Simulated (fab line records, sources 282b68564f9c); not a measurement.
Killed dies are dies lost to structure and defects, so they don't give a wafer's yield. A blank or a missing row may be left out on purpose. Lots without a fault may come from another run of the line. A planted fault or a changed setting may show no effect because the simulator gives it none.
A struck lot beside a sound one | flow rit_cmos | 30 steps out of a route of 202
Sound: wafers L419.1, L419.4, L419.5. Struck: wafers L429.2, L429.5, L429.6. The cause comes at the end.
At each step with rows: each side's tool, then ch and its chambers, then its first start. Under that, the readings that differ: sound wafers | struck wafers | difference of the means | sigmas: that difference in standard deviations of wafers without a fault.
alike: readings whose means differ by less than 2 such deviations, and words and numbers that are the same on both sides. not compared: withheld readings, readings that some wafer has no value for, bounds like >300 that may hide the same value, and numbers for which the record gives no deviation and whose values overlap.
The two part at a step that has a row with sigmas, a row that says differs or no value, or rows on one side only. Numbers that don't overlap but have no deviation are shown without sigmas and don't part them. A reading that every wafer of one side lacks parts them only if that side has two wafers or more.

RIT_FOX2_THK_MEAS_01:
  sound on film_metro-01, day 3 05:59; struck on film_metro-01, day 5 07:29
  alike: FOX2_OXIDE_THK
then, 2 steps without rows for these wafers: RIT_FOX2_CLEAN_02 (cleans in dHF, time 180 s); RIT_FOX2_WET_ETCH_03 (etches Si3N4 in H3PO4, target depth 195 nm, time 2700 s).
RIT_FOX2_THK_MEAS_90:
  sound on film_metro-01, day 3 06:52; struck on film_metro-03, day 5 08:26
  alike: FIELD_OXIDE_LEFT_1_THK
then, 6 steps without rows for these wafers: RIT_NWELL_HMDS_00 (prime time 60 s); RIT_NWELL_COAT_01 (resist thk 1300 nm); RIT_NWELL_SOFTBAKE_02 (time 60 s); RIT_NWELL_EXPOSE_03 (exposes mask M2, target cd 43900 nm); RIT_NWELL_PEB_04; RIT_NWELL_DEVELOP_05 (develop time 68 s).
RIT_NWELL_OVL_MEAS_06:
  sound on overlay-01, day 3 08:04; struck on overlay-01, day 5 09:22
  alike: NWELL_OVL
then, 1 step without rows for these wafers: RIT_NWELL_HARDBAKE_07 (time 120 s).
RIT_NWELL_IMPLANT_08:
  sound on implanter-02 ch 0, day 3 08:22; struck on implanter-02 ch 0, day 5 09:40
  reading       | sound                         | struck                        | difference | sigmas
  dose_ions_cm2 | 4.998e+13 5.002e+13 4.999e+13 | 5.185e+13 5.175e+13 5.192e+13 | +1.843e+12 | +34
  alike: end_station_pressure_torr, tilt_deg
RIT_NWELL_STRIP_09: strips in O2, time 180 s.
  sound on plasma_asher-04 ch 0, day 3 08:31; struck on plasma_asher-03 ch 0,1, day 5 09:48
  alike: drypump_motor_current_A
  not compared: rf_hours_counter_h
RIT_NWELL_TW_MEAS_10:
  sound on film_metro-02, day 3 08:41; struck on film_metro-04, day 5 09:59
  reading  | sound          | struck         | difference | sigmas
  NWELL_TW | 2117 2112 2116 | 2180 2176 2166 | +59        | +2
then, 6 steps without rows for these wafers: RIT_PWELL_HMDS_00 (prime time 60 s); RIT_PWELL_COAT_01 (resist thk 1300 nm); RIT_PWELL_SOFTBAKE_02 (time 60 s); RIT_PWELL_EXPOSE_03 (exposes mask M3, target cd 43700 nm); RIT_PWELL_PEB_04; RIT_PWELL_DEVELOP_05 (develop time 68 s).
RIT_PWELL_OVL_MEAS_06:
  sound on overlay-02, day 3 09:37; struck on overlay-02, day 5 10:55
  alike: PWELL_OVL
then, 2 steps without rows for these wafers: RIT_PWELL_HARDBAKE_07 (time 120 s); RIT_PWELL_IMPLANT_08.
RIT_PWELL_STRIP_09: strips in O2, time 180 s.
  sound on plasma_asher-04 ch 0,1, day 3 10:04; struck on plasma_asher-04 ch 0,1, day 5 11:21
  alike: drypump_motor_current_A
  not compared: rf_hours_counter_h
RIT_PWELL_TW_MEAS_10:
  sound on film_metro-01, day 3 10:14; struck on film_metro-04, day 5 11:32
  alike: PWELL_TW
then, 1 step without rows for these wafers: RIT_WELLDRIVE_ANNEAL_00 (time 14700 s).
RIT_WELLDRIVE_RS_MEAS_01: measures by four-point-probe.
  sound on film_metro-04, day 3 15:29; struck on film_metro-02, day 5 17:42
  reading           | sound             | struck            | difference | sigmas
  NWELL_RS (ohm/sq) | 275.7 275.7 275.3 | 269.3 267.8 269.0 | -6.9       | -9
  not compared: hold
RIT_WELLDRIVE_RS_MEAS_02: measures by four-point-probe.
  sound on film_metro-04, day 3 15:36; struck on film_metro-02, day 5 21:43
  reading | sound | struck                                                                     | difference                   | sigmas
  hold    | - - - | await_dispo/3.9h/release await_dispo/3.9h/release await_dispo/3.9h/release | no value on the sound wafers |
  alike: PWELL_RS
RIT_M1_PROBE_99:
  sound on prober-01, day 4 19:32; struck on prober-02, day 7 06:11
  alike: killed_at_contacts, killed_at_front_end, killed_dies, killed_open, killed_short

WHERE THEY PART
First at RIT_NWELL_IMPLANT_08; last, within this record, at RIT_WELLDRIVE_RS_MEAS_02. Later steps at which nothing parts them and some readings are alike: RIT_M1_PROBE_99.

WHY: what the simulator had put in
Process parameter drift: implanter-02, from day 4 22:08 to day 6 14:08, at RIT_NWELL_IMPLANT_08. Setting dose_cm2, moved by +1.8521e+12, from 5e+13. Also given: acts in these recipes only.
